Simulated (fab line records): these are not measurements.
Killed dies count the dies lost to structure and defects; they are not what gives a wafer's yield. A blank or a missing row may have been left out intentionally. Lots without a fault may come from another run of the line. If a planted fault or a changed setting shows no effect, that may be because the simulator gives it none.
Commonality check across tools	flow ritCmos	45 wafers sampled across 15 lots

## REASON IT WAS OPENED
At RIT_REOX_THK_MEAS_04 the reading REOX_OXIDE_THK is flagged on 3 of 15 lots. No-fault wafers: 24.8 nm, standard deviation 0.57.
Rule: flag the lot when none of its wafers has a number, or when each of its wafers that has one lies beyond 4 standard deviations from that mean. The other lots count as sound.

lot	measured	on	REOX_OXIDE_THK (nm), wafer by wafer	flag
L645	day 3 03:10	filmMetro-04	25.4 25.7 25.2	
L646	day 3 06:53	filmMetro-02	25.3 25.8 26.0	
L647	day 3 09:26	filmMetro-03	25.1 25.3 25.1	
L648	day 3 17:08	filmMetro-02	25.8 25.8 25.5	
L649	day 3 21:37	filmMetro-03	22.0 21.8 21.7	FLAGGED
L650	day 4 00:26	filmMetro-03	21.8 21.9 21.6	FLAGGED
L651	day 4 04:22	filmMetro-02	24.0 24.2 24.0	
L652	day 4 12:37	filmMetro-04	25.7 25.8 25.3	
L653	day 4 15:10	filmMetro-04	24.7 24.6 24.4	
L654	day 4 22:36	filmMetro-04	21.2 21.1 21.7	FLAGGED
L659	day 5 21:01	filmMetro-02	25.5 25.5 25.3	
L660	day 6 04:37	filmMetro-04	24.3 24.9 24.2	
L662	day 6 14:37	filmMetro-04	24.1 24.4 23.8	
L666	day 7 09:39	filmMetro-03	25.2 25.1 25.1	
L667	day 7 13:05	filmMetro-03	24.8 24.9 24.8	
The mean of the flagged lots' numbers is 21.6 nm, -3.2 nm from the usual (-6 standard deviations).

## WHICH TOOL EACH LOT WENT THROUGH
The record holds 1 process step before the reading, out of a route of 202 steps. In each cell: the tool, then ch and the chambers that the sampled wafers went through, then the start.
lot	flag	RIT_REOX_OXIDATION_03
L645		furnace-03 ch 0, day 3 00:37
L646		furnace-04 ch 0, day 3 04:20
L647		furnace-04 ch 0, day 3 06:53
L648		furnace-03 ch 0, day 3 14:34
L649	FLAGGED	furnace-03 ch 0, day 3 19:04
L650	FLAGGED	furnace-03 ch 0, day 3 21:52
L651		furnace-01 ch 0, day 4 01:47
L652		furnace-01 ch 0, day 4 10:03
L653		furnace-01 ch 0, day 4 12:36
L654	FLAGGED	furnace-03 ch 0, day 4 20:03
L659		furnace-04 ch 0, day 5 18:28
L660		furnace-01 ch 0, day 6 02:03
L662		furnace-01 ch 0, day 6 12:03
L666		furnace-04 ch 0, day 7 07:04
L667		furnace-03 ch 0, day 7 10:32
These steps, and what they do:
- RIT_REOX_OXIDATION_03: target thk 25.2 nm, ox time 5580 s.
- RIT_REOX_THK_MEAS_04

## FLAGGED AGAINST TOTAL, ONE TOOL AT A TIME (gauges that did the reading follow at the end)
step	tool	lots run	flagged	share of the flagged lots	sound lots run after its first flagged lot
RIT_REOX_OXIDATION_03	furnace-01	5	0	none	-
RIT_REOX_OXIDATION_03	furnace-03	6	3	all	1 (L667)
RIT_REOX_OXIDATION_03	furnace-04	4	0	none	-
RIT_REOX_THK_MEAS_04	filmMetro-02	4	0	none	-
RIT_REOX_THK_MEAS_04	filmMetro-03	5	2	some	2 (L666,L667)
RIT_REOX_THK_MEAS_04	filmMetro-04	6	1	some	2 (L660,L662)

## THE TABLE: WHAT IT ALLOWS
In the table, 1 row covers all flagged lots: furnace-03 at RIT_REOX_OXIDATION_03.
- furnace-03 at RIT_REOX_OXIDATION_03 ran 6 lots, 3 of them flagged. Sound lots ran on it after the first flagged one (L667), which a lasting fault on the whole tool wouldn't allow. Its own readings (spikeTcCentreC, spikeTcSourceC, tubeCenterTempC, tube_center_temp_C_max) fall more than 4 standard deviations out on all wafers of the flagged lots.
None of the table's rows ran every flagged lot and, after the first, no sound lot.

## WHAT THE SIMULATOR HAD PUT IN
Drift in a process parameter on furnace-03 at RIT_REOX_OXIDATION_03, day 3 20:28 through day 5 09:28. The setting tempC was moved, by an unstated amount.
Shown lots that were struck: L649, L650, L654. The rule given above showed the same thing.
